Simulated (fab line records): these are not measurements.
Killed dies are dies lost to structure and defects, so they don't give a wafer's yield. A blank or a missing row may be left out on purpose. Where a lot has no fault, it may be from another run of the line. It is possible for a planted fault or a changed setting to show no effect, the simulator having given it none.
fab line records :: flow rit_cmos
record:
  lots: 14
  wafers: 42
  last_day: 7
route steps=202 shown GATE@84
lots untouched by any fault: they come from a run of this same line in which no faults occurred
start_h: hours from the record's opening day to when the first of the lot's shown wafers began :: wait_h: hours since the lot's step before :: " repeats the value in the row above :: L1.1+2: one row covering several wafers at once :: - value missing, or start not given :: * or withheld: withheld :: < > ~ a bound
route shown NAME@n: NAME is a module with steps in the file, n the number in the route of the first one :: usual: mean and standard deviation over wafers with no fault :: same: alike in all rows :: chamber/n: place in a boat :: sites: readings site by site :: _std_site: standard deviation across them :: _edge_site: mean of outer sites minus mean of inner sites :: radius_mm: how far each site lies from the wafer's centre :: mask NAME#n: copy n :: behind: the last tool/chamber to shape the wafer :: hold: why the lot went on hold/how many hours it stayed there/how the hold came to an end :: device: the transistor (n, p or np) that didn't switch :: end of line: the tests these same wafers got at the end of their route :: where a step has no rows: the recipe by itself :: killed: dies lost to structure and defects at the first sort, not the wafer's yield :: map: dies across one wafer; x = killed, . = not, _ = none there
set.NAME: setting as actually run; set.NAME@STEP: the setting as run at that earlier step :: model.NAME: the simulator's own value behind a step, which no gauge read
route steps across a sampled set of lots; one table per step, one row per wafer
services: the hour from which a tool's chamber was out of use, counted from the record's first day as start_h (under 0 if before that day), plus the number of hours and why
== steps ==
step: RIT_GATE_CVD_08
recipe:
  material: poly-Si
  target_thk_nm: 250
  temp_c: 610
  precursor: SiH4
  time_s: 2220
  pressure_mtorr: 300
  sih4_flow_sccm: 100
lot.wafer: L501.3+4+6
tool: lpcvd-01
chamber: 1
start_h: 34.68
wait_h: 0.0

lot.wafer: L502.1+4+5
tool: lpcvd-01
chamber: 0
start_h: 39.19
wait_h: 0.1

lot.wafer: L505.2+3+4
tool: lpcvd-02
chamber: 1
start_h: 53.53
wait_h: 0.1

lot.wafer: L507.2+4+6
tool: lpcvd-02
chamber: 1
start_h: 64.12
wait_h: 0.0

lot.wafer: L508.1+2+4
tool: lpcvd-02
chamber: 0
start_h: 70.76
wait_h: 0.1

lot.wafer: L509.1+2+5
tool: lpcvd-01
chamber: 0
start_h: 73.04
wait_h: 0.1

lot.wafer: L510.1+2+5
tool: lpcvd-02
chamber: 0
start_h: 78.97
wait_h: 0.1

lot.wafer: L511.2+5+6
tool: lpcvd-02
chamber: 1
start_h: 84.39
wait_h: 0.0

lot.wafer: L512.2+4+6
tool: lpcvd-01
chamber: 0
start_h: 92.57
wait_h: 0.0

lot.wafer: L513.1+2+5
tool: lpcvd-02
chamber: 0
start_h: 97.13
wait_h: 0.1

lot.wafer: L518.3+4+6
tool: lpcvd-01
chamber: 1
start_h: 120.22
wait_h: 0.0

lot.wafer: L520.2+3+5
tool: lpcvd-01
chamber: 0
start_h: 129.78
wait_h: 0.0

lot.wafer: L522.2+3+4
tool: lpcvd-01
chamber: 0
start_h: 139.70
wait_h: 0.0

lot.wafer: L524.2+4+6
tool: lpcvd-01
chamber: 1
start_h: 149.49
wait_h: 0.0
step: RIT_GATE_THK_MEAS_09
recipe:
  reads: poly-Si_of_GATE_CVD_08
usual:
  GATE_POLY_THK: 248.8/2.8
lot.wafer: L501.3
tool: film_metro-04
chamber: -
start_h: 36.31
wait_h: 0.0
GATE_POLY_THK[nm]: 252.1

lot.wafer: L501.4
tool: film_metro-04
chamber: -
start_h: 36.31
wait_h: 0.0
GATE_POLY_THK[nm]: 251.9

lot.wafer: L501.6
tool: film_metro-04
chamber: -
start_h: 36.31
wait_h: 0.0
GATE_POLY_THK[nm]: 251.9

lot.wafer: L502.1
tool: film_metro-04
chamber: -
start_h: 40.81
wait_h: 0.0
GATE_POLY_THK[nm]: 253.4

lot.wafer: L502.4
tool: film_metro-04
chamber: -
start_h: 40.81
wait_h: 0.0
GATE_POLY_THK[nm]: 248.0

lot.wafer: L502.5
tool: film_metro-04
chamber: -
start_h: 40.81
wait_h: 0.0
GATE_POLY_THK[nm]: 253.4

lot.wafer: L505.2
tool: film_metro-02
chamber: -
start_h: 55.16
wait_h: 0.0
GATE_POLY_THK[nm]: 246.0

lot.wafer: L505.3
tool: film_metro-02
chamber: -
start_h: 55.16
wait_h: 0.0
GATE_POLY_THK[nm]: 246.1

lot.wafer: L505.4
tool: film_metro-02
chamber: -
start_h: 55.16
wait_h: 0.0
GATE_POLY_THK[nm]: 244.3

lot.wafer: L507.2
tool: film_metro-03
chamber: -
start_h: 65.74
wait_h: 0.0
GATE_POLY_THK[nm]: 251.0

lot.wafer: L507.4
tool: film_metro-03
chamber: -
start_h: 65.74
wait_h: 0.0
GATE_POLY_THK[nm]: 252.0

lot.wafer: L507.6
tool: film_metro-03
chamber: -
start_h: 65.74
wait_h: 0.0
GATE_POLY_THK[nm]: 250.2

lot.wafer: L508.1
tool: film_metro-04
chamber: -
start_h: 72.37
wait_h: 0.0
GATE_POLY_THK[nm]: 246.3

lot.wafer: L508.2
tool: film_metro-04
chamber: -
start_h: 72.37
wait_h: 0.0
GATE_POLY_THK[nm]: 245.5

lot.wafer: L508.4
tool: film_metro-04
chamber: -
start_h: 72.37
wait_h: 0.0
GATE_POLY_THK[nm]: 245.0

lot.wafer: L509.1
tool: film_metro-04
chamber: -
start_h: 74.66
wait_h: 0.0
GATE_POLY_THK[nm]: 248.7

lot.wafer: L509.2
tool: film_metro-04
chamber: -
start_h: 74.66
wait_h: 0.0
GATE_POLY_THK[nm]: 248.2

lot.wafer: L509.5
tool: film_metro-04
chamber: -
start_h: 74.66
wait_h: 0.0
GATE_POLY_THK[nm]: 246.8

lot.wafer: L510.1
tool: film_metro-03
chamber: -
start_h: 80.58
wait_h: 0.0
GATE_POLY_THK[nm]: 247.4

lot.wafer: L510.2
tool: film_metro-03
chamber: -
start_h: 80.58
wait_h: 0.0
GATE_POLY_THK[nm]: 245.9

lot.wafer: L510.5
tool: film_metro-03
chamber: -
start_h: 80.58
wait_h: 0.0
GATE_POLY_THK[nm]: 247.8

lot.wafer: L511.2
tool: film_metro-04
chamber: -
start_h: 86.02
wait_h: 0.0
GATE_POLY_THK[nm]: 250.7

lot.wafer: L511.5
tool: film_metro-04
chamber: -
start_h: 86.02
wait_h: 0.0
GATE_POLY_THK[nm]: 249.4

lot.wafer: L511.6
tool: film_metro-04
chamber: -
start_h: 86.02
wait_h: 0.0
GATE_POLY_THK[nm]: 252.5

lot.wafer: L512.2
tool: film_metro-04
chamber: -
start_h: 94.19
wait_h: 0.0
GATE_POLY_THK[nm]: 250.3

lot.wafer: L512.4
tool: film_metro-04
chamber: -
start_h: 94.19
wait_h: 0.0
GATE_POLY_THK[nm]: 247.7

lot.wafer: L512.6
tool: film_metro-04
chamber: -
start_h: 94.19
wait_h: 0.0
GATE_POLY_THK[nm]: 249.0

lot.wafer: L513.1
tool: film_metro-03
chamber: -
start_h: 98.75
wait_h: 0.0
GATE_POLY_THK[nm]: 250.6

lot.wafer: L513.2
tool: film_metro-03
chamber: -
start_h: 98.75
wait_h: 0.0
GATE_POLY_THK[nm]: 251.4

lot.wafer: L513.5
tool: film_metro-03
chamber: -
start_h: 98.75
wait_h: 0.0
GATE_POLY_THK[nm]: 251.1

lot.wafer: L518.3
tool: film_metro-02
chamber: -
start_h: 121.86
wait_h: 0.0
GATE_POLY_THK[nm]: 249.7

lot.wafer: L518.4
tool: film_metro-02
chamber: -
start_h: 121.86
wait_h: 0.0
GATE_POLY_THK[nm]: 252.7

lot.wafer: L518.6
tool: film_metro-02
chamber: -
start_h: 121.86
wait_h: 0.0
GATE_POLY_THK[nm]: 249.4

lot.wafer: L520.2
tool: film_metro-03
chamber: -
start_h: 131.41
wait_h: 0.0
GATE_POLY_THK[nm]: 270.5

lot.wafer: L520.3
tool: film_metro-03
chamber: -
start_h: 131.41
wait_h: 0.0
GATE_POLY_THK[nm]: 271.8

lot.wafer: L520.5
tool: film_metro-03
chamber: -
start_h: 131.41
wait_h: 0.0
GATE_POLY_THK[nm]: 271.4

lot.wafer: L522.2
tool: film_metro-04
chamber: -
start_h: 141.32
wait_h: 0.0
GATE_POLY_THK[nm]: 270.8

lot.wafer: L522.3
tool: film_metro-04
chamber: -
start_h: 141.32
wait_h: 0.0
GATE_POLY_THK[nm]: 269.9

lot.wafer: L522.4
tool: film_metro-04
chamber: -
start_h: 141.32
wait_h: 0.0
GATE_POLY_THK[nm]: 269.3

lot.wafer: L524.2
tool: film_metro-02
chamber: -
start_h: 151.12
wait_h: 0.0
GATE_POLY_THK[nm]: 249.7

lot.wafer: L524.4
tool: film_metro-02
chamber: -
start_h: 151.12
wait_h: 0.0
GATE_POLY_THK[nm]: 248.7

lot.wafer: L524.6
tool: film_metro-02
chamber: -
start_h: 151.12
wait_h: 0.0
GATE_POLY_THK[nm]: 248.7
step: RIT_GATE_ETCH_19
recipe:
  chemistry: SF6/CHF3/O2
  time_s: 165
  SF6_flow_sccm: 30
  CHF3_flow_sccm: 30
  O2_flow_sccm: 5
  target: poly-Si
  pressure_mtorr: 40
  rf_w: 160
  target_depth_a: 3125
  over_etch_frac: 0.25
  stop_on: SiO2
usual:
  drypump_motor_current_A: 5.7/0.67
  oes_product_au: 0.842/0.011
  throttle_valve_pct: 10.22/0.17
lot.wafer: L501.3
tool: rie_si-01
chamber: 0
start_h: 37.51
wait_h: 0.1
drypump_motor_current_A: 6.3
oes_product_au: 0.864
rf_hours_counter_h: 2
throttle_valve_pct: 10.44

lot.wafer: L501.4
tool: rie_si-01
chamber: 2
start_h: 37.51
wait_h: 0.1
drypump_motor_current_A: 5.2
oes_product_au: 0.844
rf_hours_counter_h: 156
throttle_valve_pct: 10.05

lot.wafer: L501.6
tool: rie_si-01
chamber: 2
start_h: 37.51
wait_h: 0.1
drypump_motor_current_A: 5.2
oes_product_au: 0.848
rf_hours_counter_h: -
throttle_valve_pct: 10.05

lot.wafer: L502.1
tool: rie_si-02
chamber: 0
start_h: 42.02
wait_h: 0.1
drypump_motor_current_A: 6.1
oes_product_au: 0.856
rf_hours_counter_h: 24
throttle_valve_pct: 10.02

lot.wafer: L502.4
tool: rie_si-02
chamber: 1
start_h: 42.02
wait_h: 0.1
drypump_motor_current_A: 4.8
oes_product_au: 0.825
rf_hours_counter_h: 144
throttle_valve_pct: 10.55

lot.wafer: L502.5
tool: rie_si-02
chamber: 0
start_h: 42.02
wait_h: 0.1
drypump_motor_current_A: 6.1
oes_product_au: 0.851
rf_hours_counter_h: -
throttle_valve_pct: 10.02

lot.wafer: L505.2
tool: rie_si-01
chamber: 0
start_h: 56.53
wait_h: 0.1
drypump_motor_current_A: 6.3
oes_product_au: 0.844
rf_hours_counter_h: 2
throttle_valve_pct: 10.43

lot.wafer: L505.3
tool: rie_si-01
chamber: 3
start_h: 56.53
wait_h: 0.1
drypump_motor_current_A: 6.0
oes_product_au: 0.845
rf_hours_counter_h: 1
throttle_valve_pct: 10.21

lot.wafer: L505.4
tool: rie_si-01
chamber: 1
start_h: 56.53
wait_h: 0.1
drypump_motor_current_A: 5.5
oes_product_au: 0.822
rf_hours_counter_h: 143
throttle_valve_pct: 10.20

lot.wafer: L507.2
tool: rie_si-01
chamber: 0
start_h: 67.08
wait_h: 0.1
drypump_motor_current_A: 6.3
oes_product_au: 0.860
rf_hours_counter_h: 2
throttle_valve_pct: 10.44

lot.wafer: L507.4
tool: rie_si-01
chamber: 3
start_h: 67.08
wait_h: 0.1
drypump_motor_current_A: 5.9
oes_product_au: 0.849
rf_hours_counter_h: 1
throttle_valve_pct: 10.23

lot.wafer: L507.6
tool: rie_si-01
chamber: 3
start_h: 67.08
wait_h: 0.1
drypump_motor_current_A: 6.0
oes_product_au: 0.852
rf_hours_counter_h: -
throttle_valve_pct: 10.22

lot.wafer: L508.1
tool: rie_si-02
chamber: 1
start_h: 73.59
wait_h: 0.1
drypump_motor_current_A: 4.8
oes_product_au: 0.828
rf_hours_counter_h: 144
throttle_valve_pct: 10.54

lot.wafer: L508.2
tool: rie_si-02
chamber: 0
start_h: 73.59
wait_h: 0.1
drypump_motor_current_A: 6.1
oes_product_au: 0.836
rf_hours_counter_h: 24
throttle_valve_pct: 10.00

lot.wafer: L508.4
tool: rie_si-02
chamber: 3
start_h: 73.59
wait_h: 0.1
drypump_motor_current_A: 6.8
oes_product_au: 0.837
rf_hours_counter_h: 84
throttle_valve_pct: 10.18

lot.wafer: L509.1
tool: rie_si-01
chamber: 2
start_h: 75.87
wait_h: 0.1
drypump_motor_current_A: 5.2
oes_product_au: 0.839
rf_hours_counter_h: 157
throttle_valve_pct: 10.05

lot.wafer: L509.2
tool: rie_si-01
chamber: 0
start_h: 75.87
wait_h: 0.1
drypump_motor_current_A: 6.3
oes_product_au: 0.854
rf_hours_counter_h: 2
throttle_valve_pct: 10.45

lot.wafer: L509.5
tool: rie_si-01
chamber: 1
start_h: 75.87
wait_h: 0.1
drypump_motor_current_A: 5.5
oes_product_au: 0.828
rf_hours_counter_h: -
throttle_valve_pct: 10.21

lot.wafer: L510.1
tool: rie_si-02
chamber: 0
start_h: 81.80
wait_h: 0.1
drypump_motor_current_A: 6.1
oes_product_au: 0.844
rf_hours_counter_h: 24
throttle_valve_pct: 10.00

lot.wafer: L510.2
tool: rie_si-02
chamber: 1
start_h: 81.80
wait_h: 0.1
drypump_motor_current_A: 4.8
oes_product_au: 0.827
rf_hours_counter_h: 144
throttle_valve_pct: 10.54

lot.wafer: L510.5
tool: rie_si-02
chamber: 0
start_h: 81.80
wait_h: 0.1
drypump_motor_current_A: 6.1
oes_product_au: 0.840
rf_hours_counter_h: -
throttle_valve_pct: 10.03

lot.wafer: L511.2
tool: rie_si-01
chamber: 3
start_h: 87.55
wait_h: 0.1
drypump_motor_current_A: 6.0
oes_product_au: 0.853
rf_hours_counter_h: 1
throttle_valve_pct: 10.21

lot.wafer: L511.5
tool: rie_si-01
chamber: 1
start_h: 87.55
wait_h: 0.1
drypump_motor_current_A: 5.5
oes_product_au: 0.838
rf_hours_counter_h: -
throttle_valve_pct: 10.21

lot.wafer: L511.6
tool: rie_si-01
chamber: 0
start_h: 87.55
wait_h: 0.1
drypump_motor_current_A: 6.3
oes_product_au: 0.867
rf_hours_counter_h: -
throttle_valve_pct: 10.43

lot.wafer: L512.2
tool: rie_si-02
chamber: 1
start_h: 95.52
wait_h: 0.1
drypump_motor_current_A: 4.8
oes_product_au: 0.832
rf_hours_counter_h: 144
throttle_valve_pct: 10.54

lot.wafer: L512.4
tool: rie_si-02
chamber: 0
start_h: 95.52
wait_h: 0.1
drypump_motor_current_A: 6.1
oes_product_au: 0.839
rf_hours_counter_h: 24
throttle_valve_pct: 10.01

lot.wafer: L512.6
tool: rie_si-02
chamber: 1
start_h: 95.52
wait_h: 0.1
drypump_motor_current_A: 4.8
oes_product_au: 0.840
rf_hours_counter_h: -
throttle_valve_pct: 10.55

lot.wafer: L513.1
tool: rie_si-01
chamber: 0
start_h: 99.99
wait_h: 0.1
drypump_motor_current_A: 6.3
oes_product_au: 0.857
rf_hours_counter_h: 3
throttle_valve_pct: 10.42

lot.wafer: L513.2
tool: rie_si-01
chamber: 1
start_h: 99.99
wait_h: 0.1
drypump_motor_current_A: 5.5
oes_product_au: 0.844
rf_hours_counter_h: 143
throttle_valve_pct: 10.20

lot.wafer: L513.5
tool: rie_si-01
chamber: 0
start_h: 99.99
wait_h: 0.1
drypump_motor_current_A: 6.3
oes_product_au: 0.855
rf_hours_counter_h: -
throttle_valve_pct: 10.44

lot.wafer: L518.3
tool: rie_si-02
chamber: 1
start_h: 123.18
wait_h: 0.1
drypump_motor_current_A: 4.8
oes_product_au: 0.832
rf_hours_counter_h: 144
throttle_valve_pct: 10.55

lot.wafer: L518.4
tool: rie_si-02
chamber: 0
start_h: 123.18
wait_h: 0.1
drypump_motor_current_A: 6.1
oes_product_au: 0.856
rf_hours_counter_h: 25
throttle_valve_pct: 10.02

lot.wafer: L518.6
tool: rie_si-02
chamber: 3
start_h: 123.18
wait_h: 0.1
drypump_motor_current_A: 6.8
oes_product_au: 0.843
rf_hours_counter_h: -
throttle_valve_pct: 10.20

lot.wafer: L520.2
tool: rie_si-02
chamber: 2
start_h: 132.71
wait_h: 0.1
drypump_motor_current_A: 4.7
oes_product_au: 0.894
rf_hours_counter_h: 93
throttle_valve_pct: 10.09

lot.wafer: L520.3
tool: rie_si-02
chamber: 0
start_h: 132.71
wait_h: 0.1
drypump_motor_current_A: 6.1
oes_product_au: 0.896
rf_hours_counter_h: 25
throttle_valve_pct: 10.03

lot.wafer: L520.5
tool: rie_si-02
chamber: 0
start_h: 132.71
wait_h: 0.1
drypump_motor_current_A: 6.1
oes_product_au: 0.903
rf_hours_counter_h: -
throttle_valve_pct: 10.02

lot.wafer: L522.2
tool: rie_si-02
chamber: 3
start_h: 142.56
wait_h: 0.1
drypump_motor_current_A: 6.8
oes_product_au: 0.899
rf_hours_counter_h: 84
throttle_valve_pct: 10.17

lot.wafer: L522.3
tool: rie_si-02
chamber: 0
start_h: 142.56
wait_h: 0.1
drypump_motor_current_A: 6.1
oes_product_au: 0.891
rf_hours_counter_h: 25
throttle_valve_pct: 10.02

lot.wafer: L522.4
tool: rie_si-02
chamber: 0
start_h: 142.56
wait_h: 0.1
drypump_motor_current_A: 6.1
oes_product_au: 0.897
rf_hours_counter_h: -
throttle_valve_pct: 10.02

lot.wafer: L524.2
tool: rie_si-02
chamber: 3
start_h: 152.32
wait_h: 0.1
drypump_motor_current_A: 6.8
oes_product_au: 0.841
rf_hours_counter_h: 84
throttle_valve_pct: 10.19

lot.wafer: L524.4
tool: rie_si-02
chamber: 2
start_h: 152.32
wait_h: 0.1
drypump_motor_current_A: 4.7
oes_product_au: 0.839
rf_hours_counter_h: -
throttle_valve_pct: 10.10

lot.wafer: L524.6
tool: rie_si-02
chamber: 3
start_h: 152.32
wait_h: 0.1
drypump_motor_current_A: 6.8
oes_product_au: 0.843
rf_hours_counter_h: -
throttle_valve_pct: 10.19
== services ==
tool: rie_si-01
chamber: 0
start_h: 67.39
hours: 0.9
kind: repair

tool: rie_si-01
chamber: 2
start_h: 82.81
hours: -
kind: clean

tool: rie_si-01
chamber: 2
start_h: 82.81
hours: 15.3
kind: scheduled_down

tool: rie_si-01
chamber: 2
start_h: 82.81
hours: 15.3
kind: vent_cycle

tool: rie_si-02
chamber: 1
start_h: 106.46
hours: 2.9
kind: repair

tool: rie_si-02
chamber: 2
start_h: 138.31
hours: 3.5
kind: repair

tool: rie_si-02
chamber: 1
start_h: 141.82
hours: -
kind: clean

tool: rie_si-02
chamber: 1
start_h: 141.82
hours: 18.2
kind: scheduled_down

tool: rie_si-02
chamber: 1
start_h: 141.82
hours: 18.2
kind: vent_cycle

tool: rie_si-01
chamber: 1
start_h: 143.67
hours: -
kind: clean

tool: rie_si-01
chamber: 1
start_h: 143.67
hours: 20.2
kind: scheduled_down

tool: rie_si-01
chamber: 1
start_h: 143.67
hours: 20.2
kind: vent_cycle
== key ==
first_sign:
  step: RIT_GATE_THK_MEAS_09
  reading: GATE_POLY_THK
  direction: up
  sigmas: 7.7
  usual: 248.8
  struck: 270.6
effect:
  step: RIT_GATE_ETCH_19
  reading: oes_product_au
  direction: up
  sigmas: 5
  usual: 0.842
  struck: 0.897
met_at RIT_GATE_CVD_08
struck_lots L520,L522
struck_wafers L520.2,L520.3,L520.5,L522.2,L522.3,L522.4
tester_left_out L520,L522
onset_between 92.57 129.78
fault:
  kind: process_parameter_drift
  tool: lpcvd-01
  chamber: 0
  onset_h: 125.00
  steps: RIT_GATE_CVD_08
  channel: target_thk_nm
  offset: 20
  shape: step
  end_h: 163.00
  acts_in: these_recipes_only
  stated: 250
tester_left_out: of these lots the tester's yield and bins aren't shown, on N5 and GAA mostly nor the transistor test; their killed dies are dies lost to structure and defects alone, not to doping, threshold or leakage, so they don't give the yield
